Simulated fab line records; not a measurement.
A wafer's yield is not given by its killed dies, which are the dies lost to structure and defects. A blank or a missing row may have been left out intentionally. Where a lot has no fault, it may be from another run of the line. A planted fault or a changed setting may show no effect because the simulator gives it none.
Which tool was responsible?    flow berkeleyCmos170    6 lots (18 wafers sampled), 1 step of a 331-step route

WHAT THE GAUGES READ, wafer by wafer
UCB170_PSD_OVL_MEAS_07.
lot   measured      on          PSD_OVL (nm)
L982  day 6 18:56   overlay-01  -7 -6 -3
L987  day 7 18:59   overlay-01  1 3 2
L992  day 8 23:53   overlay-02  5 -7 -7
L996  day 10 01:15  overlay-01  10 10 8
L999  day 10 13:55  overlay-02  6 -4 -2
L104  day 11 12:41  overlay-02  6 -2 0

EACH LOT AND THE TOOL THAT RAN IT (in order: tool; ch and the chambers of the sampled wafers; start)
Record: no process step prior to these readings.

THE ANSWER, worked out from the rows above alone
Rule: what is usual is taken from the lots themselves. Put in order of their means at a reading, lots are off if they are a third of the lots or fewer, leave a main group of 4 or more, and stand apart from it by a gap of 3 or more times the standard deviation of the main group's means; of several such gaps the widest counts. The tables above print the reading to a certain number of digits; a main group whose means all agree to those digits is not used. A lot without any number at a reading at which 4 lots or more have one is off too. Where the step has rows for the other lots, those lots are counted as sound.
Nothing can be told from this: no lot is off at any reading shown.

WHAT THE SIMULATOR PUT IN
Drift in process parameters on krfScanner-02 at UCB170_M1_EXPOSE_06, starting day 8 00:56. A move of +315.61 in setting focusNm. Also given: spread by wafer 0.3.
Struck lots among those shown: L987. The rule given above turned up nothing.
